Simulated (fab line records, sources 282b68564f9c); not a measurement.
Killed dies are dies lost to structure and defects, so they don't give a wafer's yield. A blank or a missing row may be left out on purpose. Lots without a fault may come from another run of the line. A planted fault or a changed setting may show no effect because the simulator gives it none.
A struck lot beside a sound one | flow rit_cmos | 45 steps out of a route of 202
Sound: wafers L281.3, L281.5, L281.6. Struck: wafers L286.2, L286.4, L286.5. The cause comes at the end.
At each step with rows: each side's tool, then ch and its chambers, then its first start. Under that, the readings that differ: sound wafers | struck wafers | difference of the means | sigmas: that difference in standard deviations of wafers without a fault.
alike: readings whose means differ by less than 2 such deviations, and words and numbers that are the same on both sides. not compared: withheld readings, readings that some wafer has no value for, bounds like >300 that may hide the same value, and numbers for which the record gives no deviation and whose values overlap.
The two part at a step that has a row with sigmas, a row that says differs or no value, or rows on one side only. Numbers that don't overlap but have no deviation are shown without sigmas and don't part them. A reading that every wafer of one side lacks parts them only if that side has two wafers or more.

first, 1 step without rows for these wafers: RIT_ACTIVE_DEVELOP_10 (develop time 50 s).
RIT_ACTIVE_CD_MEAS_11: target cd 1400 nm.
  sound on cd_sem-01, day 2 15:29; struck on cd_sem-01, day 3 18:04
  alike: cd_nm
then, 1 step without rows for these wafers: RIT_ACTIVE_HARDBAKE_12 (time 60 s).
RIT_ACTIVE_ETCH_13: etches Si3N4 in SF6, stops on SiO2, time 210 s, target depth 210 nm.
  sound on rie_diel-02 ch 1,2, day 2 15:56; struck on rie_diel-04 ch 0,3, day 3 18:19
  alike: drypump_motor_current_A, oes_product_au, throttle_valve_pct
  not compared: rf_hours_counter_h
RIT_ACTIVE_STRIP_14: strips in O2, time 180 s.
  sound on plasma_asher-02 ch 0,1, day 2 16:08; struck on plasma_asher-04 ch 0,1, day 3 18:27
  alike: drypump_motor_current_A
  not compared: rf_hours_counter_h
RIT_ACTIVE_CD_MEAS_90: target cd 1400 nm.
  sound on cd_sem-02, day 2 16:17; struck on cd_sem-01, day 3 18:38
  alike: cd_nm
then, 4 steps without rows for these wafers: RIT_ACTIVE_CLEAN_15 (cleans in SC1, time 600 s); RIT_ACTIVE_CLEAN_16 (cleans in dHF, time 30 s); RIT_ACTIVE_CLEAN_17 (cleans in SC2, time 600 s); RIT_FOX1_OXIDATION_00 (target thk 350.7 nm, ox time 1130 s).
RIT_FOX1_THK_MEAS_01:
  sound on film_metro-01, day 2 19:23; struck on film_metro-03, day 3 21:21
  alike: FOX1_OXIDE_THK
then, 1 step without rows for these wafers: RIT_FOX1_WET_ETCH_02 (etches SiO2 in BOE, target depth 350 nm, time 390 s).
RIT_FOX2_OXIDATION_00: target thk 350.7 nm, ox time 1130 s.
  sound on furnace-04 ch 0, day 2 20:26; struck on furnace-03 ch 0, day 3 23:16
  reading                                     | sound                | struck               | difference | sigmas
  spike_tc_centre_C (C)                       | 1100.9 1100.4 1101.8 | 1115.7 1118.1 1117.6 | +16.1      | +16
  spike_tc_load_C (C)                         | 1128.0 1127.5 1127.1 | 1147.8 1148.2 1145.4 | +19.6      | +9
  spike_tc_source_C (C)                       | 1124.1 1124.3 1123.2 | 1143.5 1145.2 1144.0 | +20.4      | +9
  tube_center_temp_C (C)                      | 1099.9 1100.1 1099.9 | 1114.9 1115.2 1115   | +15.1      | +99 or more
  tube_center_temp_C_max                      | 1102.6 1103.0 1102.5 | 1117.6 1117.7 1117.7 | +15.0      | +32
  model.SiO2_of_FOX2_OXIDATION_00.thk_nm (nm) | 357.1 348.7 346.6    | 367.8 370.4 366.4    | +17.4      |
RIT_FOX2_THK_MEAS_01:
  sound on film_metro-02, day 2 21:47; struck on film_metro-02, day 4 00:35
  reading             | sound       | struck      | difference | sigmas
  FOX2_OXIDE_THK (nm) | 357 349 347 | 368 370 366 | +17        | +3
then, 2 steps without rows for these wafers: RIT_FOX2_CLEAN_02 (cleans in dHF, time 180 s); RIT_FOX2_WET_ETCH_03 (etches Si3N4 in H3PO4, target depth 195 nm, time 2700 s).
RIT_FOX2_THK_MEAS_90:
  sound on film_metro-03, day 2 22:39; struck on film_metro-03, day 4 01:32
  reading                     | sound       | struck      | difference | sigmas
  FIELD_OXIDE_LEFT_1_THK (nm) | 329 321 319 | 340 343 339 | +18        | +3
then, 6 steps without rows for these wafers: RIT_NWELL_HMDS_00 (prime time 60 s); RIT_NWELL_COAT_01 (resist thk 1300 nm); RIT_NWELL_SOFTBAKE_02 (time 60 s); RIT_NWELL_EXPOSE_03 (exposes mask M2, target cd 43900 nm); RIT_NWELL_PEB_04; RIT_NWELL_DEVELOP_05 (develop time 68 s).
RIT_NWELL_OVL_MEAS_06:
  sound on overlay-01, day 2 23:49; struck on overlay-01, day 4 02:29
  alike: NWELL_OVL
then, 2 steps without rows for these wafers: RIT_NWELL_HARDBAKE_07 (time 120 s); RIT_NWELL_IMPLANT_08.
RIT_NWELL_STRIP_09: strips in O2, time 180 s.
  sound on plasma_asher-03 ch 0,1, day 3 00:17; struck on plasma_asher-02 ch 0, day 4 02:55
  reading                     | sound          | struck         | difference | sigmas
  drypump_motor_current_A (A) | 5.32 6.00 5.32 | 6.14 6.15 6.18 | +0.61      | +2
  not compared: rf_hours_counter_h
RIT_NWELL_TW_MEAS_10:
  sound on film_metro-01, day 3 00:25; struck on film_metro-04, day 4 03:07
  alike: NWELL_TW
then, 6 steps without rows for these wafers: RIT_PWELL_HMDS_00 (prime time 60 s); RIT_PWELL_COAT_01 (resist thk 1300 nm); RIT_PWELL_SOFTBAKE_02 (time 60 s); RIT_PWELL_EXPOSE_03 (exposes mask M3, target cd 43700 nm); RIT_PWELL_PEB_04; RIT_PWELL_DEVELOP_05 (develop time 68 s).
RIT_PWELL_OVL_MEAS_06:
  sound on overlay-01, day 3 01:22; struck on overlay-01, day 4 04:02
  alike: PWELL_OVL
then, 2 steps without rows for these wafers: RIT_PWELL_HARDBAKE_07 (time 120 s); RIT_PWELL_IMPLANT_08.
RIT_PWELL_STRIP_09: strips in O2, time 180 s.
  sound on plasma_asher-02 ch 0,1, day 3 01:50; struck on plasma_asher-03 ch 0,1, day 4 04:28
  alike: drypump_motor_current_A
  not compared: rf_hours_counter_h
RIT_PWELL_TW_MEAS_10:
  sound on film_metro-02, day 3 01:59; struck on film_metro-01, day 4 04:40
  alike: PWELL_TW
then, 1 step without rows for these wafers: RIT_WELLDRIVE_ANNEAL_00 (time 14700 s).
RIT_WELLDRIVE_RS_MEAS_01: measures by four-point-probe.
  sound on film_metro-02, day 3 07:08; struck on film_metro-02, day 4 10:10
  alike: NWELL_RS
RIT_WELLDRIVE_RS_MEAS_02: measures by four-point-probe.
  sound on film_metro-02, day 3 07:16; struck on film_metro-02, day 4 10:17
  alike: PWELL_RS
RIT_FOX2_THK_MEAS_91:
  sound on film_metro-03, day 3 11:12; struck on film_metro-02, day 4 14:37
  reading                     | sound       | struck      | difference | sigmas
  FIELD_OXIDE_LEFT_2_THK (nm) | 262 253 251 | 273 276 272 | +18        | +3
RIT_SILICIDE_WET_ETCH_00: etches SiO2 in BOE, target depth 14 nm, time 15 s.
  sound on wet_bench-03 ch 2, day 4 15:46; struck on wet_bench-01 ch 2, day 5 11:22
  reading                                     | sound             | struck            | difference | sigmas
  model.SiO2_of_FOX2_OXIDATION_00.thk_nm (nm) | 156.2 147.7 145.7 | 167.9 170.4 165.7 | +18.1      |
RIT_M1_PROBE_99:
  sound on prober-01, day 4 22:40; struck on prober-01, day 5 19:17
  reading                      | sound             | struck           | difference | sigmas
  model.etest.field_n.vt_v (V) | 35.72 34.71 34.38 | 37.1 37.37 36.86 | +2.2       |
  alike: killed_at_contacts, killed_at_front_end, killed_dies, killed_open, killed_short
  not compared: model.etest.nldd.width_nm, model.etest.pldd.width_nm, model.etest.pwell.rs_ohm_sq

WHERE THEY PART
First at RIT_FOX2_OXIDATION_00; last, within this record, at RIT_FOX2_THK_MEAS_91. Later steps at which nothing parts them and some readings are alike: RIT_M1_PROBE_99.

WHY: what the simulator had put in
Process parameter drift: furnace-03, from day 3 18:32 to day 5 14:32, at RIT_FOX2_OXIDATION_00. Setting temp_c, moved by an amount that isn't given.
